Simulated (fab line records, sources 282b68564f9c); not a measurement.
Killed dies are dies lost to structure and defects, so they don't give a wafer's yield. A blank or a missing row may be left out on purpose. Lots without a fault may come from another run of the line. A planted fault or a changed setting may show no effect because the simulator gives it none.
Problem report in the 8D (eight disciplines) form, filled by code | flow rit_cmos | the parts of the form that need people (team, actions taken, sign-off) are left out

1. THE PROBLEM
beam_energy_keV at RIT_PLDD_IMPLANT_08 reads a mean of 20.186 on 6 wafers of 2 lots; wafers without a fault read 20.000 with a standard deviation of 0.0063. That is +30 standard deviations from the usual mean.
First seen on wafer L736.1, day 5 23:05, on implanter-01. The record holds 42 wafers of 14 lots with a number at this step. Rule for "out", or "out of limits": more than 4 standard deviations from the usual mean. The other wafers with a number count as sound.

2. WHAT IT IS AND WHAT IT IS NOT
question                    | is                     | is not
which readings at this step | beam_energy_keV        | tilt_deg
which lots                  | L736, L738             | L725, L726, L727, L731, L732, L739, L741, L742, L743, L744, L745, L746
which wafers of those lots  | all that have a number | -
read on which tools         | implanter-01           | implanter-02, implanter-03
when                        | from day 5 23:05       | up to then (15 sound wafers); but 21 sound wafers of L739, L741, L742, L743, L744, L745, L746 came after

3. SUSPECTS, AND WHAT RULES EACH OUT
Counting: a tool at a process step up to the reading stays a suspect if it ran every lot that is out and no sound lot after the first of them.
- implanter-01 at RIT_PLDD_IMPLANT_08: kept. It ran every lot that is out, first L736 (day 5 23:05), and no sound lot after that; its last sound lot up to then is L732 (day 5 08:13). Its own readings are out on those wafers: beam_energy_keV.
Left after counting: implanter-01 at RIT_PLDD_IMPLANT_08.

4. THE CAUSE (what the simulator had put in)
Process parameter drift: implanter-01, from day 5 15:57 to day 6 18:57, at RIT_PLDD_IMPLANT_08. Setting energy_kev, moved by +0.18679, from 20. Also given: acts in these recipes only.
Counting left only this tool.

5. THE CHAIN OF EFFECTS, in route order
Each row: a reading whose mean over the struck wafers that have a number lies more than 3 standard deviations from the usual. Only readings for which the record gives a usual standard deviation are gone through. hours: the time from each lot's start at the first step in this table that gives one to its start at this step, as a median over the lots. sigmas: the change in usual standard deviations.
hours | step                | reading         | usual  | on struck wafers | change | sigmas
0     | RIT_PLDD_IMPLANT_08 | beam_energy_keV | 20.000 | 20.186           | +0.186 | +30
The process steps in it:
- RIT_PLDD_IMPLANT_08

6. WHAT WOULD HAVE CAUGHT IT SOONER
In this record the first reading out of limits was taken at day 5 23:05, 7 hours after the fault began at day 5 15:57.
